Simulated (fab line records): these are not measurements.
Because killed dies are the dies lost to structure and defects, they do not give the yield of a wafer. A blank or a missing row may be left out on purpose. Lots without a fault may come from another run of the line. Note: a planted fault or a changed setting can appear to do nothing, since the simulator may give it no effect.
Matching of chambers :: flow ritCmos :: RIT_GATE_ETCH_19 on rieSi-02: 4 sister chambers
The step etches poly-Si in SF6/CHF3/O2, stops on SiO2, time 165 s, target depth 312.5 nm. 14 wafers are shown with their chamber, then 7 later ones without.

== WAFERS PAIRED WITH THEIR CHAMBERS ==
wafer: L598.1
chamber: 1
drypumpMotorCurrentA (A): 5.98
oesProductAu (a.u.): 0.876
throttleValvePct (%): 10.20

wafer: L598.5
chamber: 3
drypumpMotorCurrentA (A): 5.43
oesProductAu (a.u.): 0.824
throttleValvePct (%): 10.24

wafer: L598.6
chamber: 0
drypumpMotorCurrentA (A): 5.34
oesProductAu (a.u.): 0.833
throttleValvePct (%): 10.23

wafer: L600.1
chamber: 1
drypumpMotorCurrentA (A): 5.97
oesProductAu (a.u.): 0.877
throttleValvePct (%): 10.19

wafer: L600.3
chamber: 2
drypumpMotorCurrentA (A): 5.11
oesProductAu (a.u.): 0.856
throttleValvePct (%): 10.20

wafer: L600.4
chamber: 2
drypumpMotorCurrentA (A): 5.10
oesProductAu (a.u.): 0.859
throttleValvePct (%): 10.21

wafer: L602.1
chamber: 1
drypumpMotorCurrentA (A): 5.98
oesProductAu (a.u.): 0.867
throttleValvePct (%): 10.20

wafer: L602.3
chamber: 3
drypumpMotorCurrentA (A): 5.44
oesProductAu (a.u.): 0.831
throttleValvePct (%): 10.22

wafer: L602.6
chamber: 2
drypumpMotorCurrentA (A): 5.10
oesProductAu (a.u.): 0.846
throttleValvePct (%): 10.21

wafer: L604.2
chamber: 1
drypumpMotorCurrentA (A): 5.99
oesProductAu (a.u.): 0.868
throttleValvePct (%): 10.18

wafer: L604.4
chamber: 2
drypumpMotorCurrentA (A): 5.10
oesProductAu (a.u.): 0.838
throttleValvePct (%): 10.21

wafer: L604.6
chamber: 1
drypumpMotorCurrentA (A): 5.99
oesProductAu (a.u.): 0.874
throttleValvePct (%): 10.17

wafer: L608.1
chamber: 1
drypumpMotorCurrentA (A): 5.98
oesProductAu (a.u.): 0.870
throttleValvePct (%): 10.20

wafer: L608.4
chamber: 2
drypumpMotorCurrentA (A): 5.10
oesProductAu (a.u.): 0.855
throttleValvePct (%): 10.22

SIGNATURES (means of the wafers above)
reading: drypumpMotorCurrentA
chamber 0: 5.3400
chamber 1: 5.9817
chamber 2: 5.1020
chamber 3: 5.4350
scatter within a chamber: 0.00643

reading: oesProductAu
chamber 0: 0.83300
chamber 1: 0.87200
chamber 2: 0.85080
chamber 3: 0.82750
scatter within a chamber: 0.00643

reading: throttleValvePct
chamber 0: 10.2300
chamber 1: 10.1900
chamber 2: 10.2100
chamber 3: 10.2300
scatter within a chamber: 0.011
Rule: for each reading, subtract the chamber's mean from the wafer's reading, divide by that reading's scatter and square the result; add these up over the readings and take the root, which gives the wafer's distance from the chamber. If the next closest chamber is less than 2 further off than the closest, the wafer can't be placed; otherwise it belongs to the closest. The scatter: take each reading less its chamber's mean, square it, sum over the shown wafers, divide by the number of wafers less the number of chambers, and take the root.

== WAFERS MISSING THEIR CHAMBER ==
wafer: L608.6
drypumpMotorCurrentA (A): 5.34
oesProductAu (a.u.): 0.838
throttleValvePct (%): 10.23

wafer: L612.2
drypumpMotorCurrentA (A): 5.98
oesProductAu (a.u.): 0.890
throttleValvePct (%): 10.19

wafer: L612.3
drypumpMotorCurrentA (A): 5.45
oesProductAu (a.u.): 0.834
throttleValvePct (%): 10.24

wafer: L612.4
drypumpMotorCurrentA (A): 5.12
oesProductAu (a.u.): 0.863
throttleValvePct (%): 10.22

wafer: L614.3
drypumpMotorCurrentA (A): 5.98
oesProductAu (a.u.): 0.877
throttleValvePct (%): 10.16

wafer: L614.4
drypumpMotorCurrentA (A): 5.33
oesProductAu (a.u.): 0.841
throttleValvePct (%): 10.19

wafer: L614.5
drypumpMotorCurrentA (A): 5.11
oesProductAu (a.u.): 0.847
throttleValvePct (%): 10.23

== CHAMBER TAKEN BY EACH ==
wafer: L608.6
from the rows above: 0
in truth: 0

wafer: L612.2
from the rows above: 1
in truth: 1

wafer: L612.3
from the rows above: 3
in truth: 3

wafer: L612.4
from the rows above: 2
in truth: 2

wafer: L614.3
from the rows above: 1
in truth: 1

wafer: L614.4
from the rows above: 0
in truth: 0

wafer: L614.5
from the rows above: 2
in truth: 2
7 of 7 placed correctly. From these rows, 0 cannot be placed. 0 placed wrongly.
